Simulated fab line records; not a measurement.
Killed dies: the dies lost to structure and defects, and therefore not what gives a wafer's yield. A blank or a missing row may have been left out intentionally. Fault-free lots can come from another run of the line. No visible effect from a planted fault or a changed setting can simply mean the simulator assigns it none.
Struck lot and sound lot, side by side | flow berkeley cmos170 | 14 steps out of a route of 331
Sound: wafers L388.1, L388.3, L388.6. Struck: wafers L399.1, L399.5. (L399.2 of the same lot was not struck and is left out.) The cause comes at the end.
Order at every step that has rows: each side's tool, ch and its chambers, its first start. Under that, the readings that differ: sound wafers | struck wafers | difference of the means | sigmas: that difference in standard deviations of wafers without a fault.
alike: readings whose means differ by less than 2 such deviations, and words and numbers that are the same on both sides. not compared: withheld readings, readings that some wafer has no value for, bounds like >300 that may hide the same value, and numbers for which the record gives no deviation and whose values overlap.
The two part at a step that has a row with sigmas, a row that says differs or no value, or rows on one side only. Numbers that don't overlap but have no deviation are shown without sigmas and don't part them. A reading missing from all wafers of one side parts the sides only when that side holds two or more wafers.

first, 2 steps without rows for these wafers: UCB170_NLDD_PEB_04; UCB170_NLDD_DEVELOP_05 (develop time 45 s).
UCB170_NLDD_CD_MEAS_06 targets a cd of 1200 nm.
  struck on cd sem-02, day 9 01:47; sound on cd sem-02, day 7 10:22
  alike: cd nm
UCB170_NLDD_OVL_MEAS_07:
  struck on overlay-01, day 9 01:55; sound on overlay-01, day 7 10:29
  alike: NLDD_OVL
then, 2 steps without rows for these wafers: UCB170_NLDD_IMPLANT_08; UCB170_NLDD_IMPLANT_09.
UCB170_NLDD_STRIP_10: strips in O2.
  sound on plasma asher-04 ch 0,1, day 7 10:49; struck on plasma asher-04 ch 0,1, day 9 02:14
  alike: drypump motor current A, oes product au, strip time to endpoint s
  not compared: rf hours counter h
UCB170_NLDD_TW_MEAS_11:
  struck on film metro-04, day 9 02:20; sound on film metro-04, day 7 10:55
  alike: NLDD_TW
then, 1 step without rows for these wafers: UCB170_NLDD_CLEAN_12 (cleans in SPM, time 600 s).
UCB170_SPACER_CVD_00: deposits SiO2 from TEOS/O2, target thk 376 nm, time 47 s.
  sound on pecvd-04 ch 1,2, day 7 11:09; struck on pecvd-02 ch 0,1, day 9 02:35
  alike: heater power w
UCB170_SPACER_THK_MEAS_01:
  struck on film metro-01, day 9 02:37; sound on film metro-04, day 7 11:11
  alike: SPACER_TEOS_THK
then, 1 step without rows for these wafers: UCB170_SPACER_ANNEAL_02 (time 1800 s).
UCB170_SPACER_ETCHBACK_03: etches SiO2 in CHF3/CF4/Ar, stops on Si, target depth 376 nm, time 100 s.
  sound on rie diel-02 ch 0,3, day 7 16:05; struck on rie diel-04 ch 0, day 9 11:55
  reading                  | sound             | struck      | difference | sigmas
  CHF3_flow_sccm (sccm)    | 50.15 50.23 50.11 | 49.54 49.66 | -0.56      | -3
  oes product au (a.u.)    | 0.903 0.900 0.913 | 0.770 0.765 | -0.138     | -9
  model.etch.depth nm (nm) | 370.5 371.1 374   | 303.7 301.5 | -69.3      |
  alike: drypump motor current A, throttle valve pct
  not compared: rf hours counter h
then, 1 step without rows for these wafers: UCB170_PSD_HMDS_00 (prime time 60 s).

== WHERE THEY PART ==
Within this record, at UCB170_SPACER_ETCHBACK_03 only.

WHY: what the simulator had put in
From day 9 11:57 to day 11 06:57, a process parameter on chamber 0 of rie diel-04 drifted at UCB170_SPACER_ETCHBACK_03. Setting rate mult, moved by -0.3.
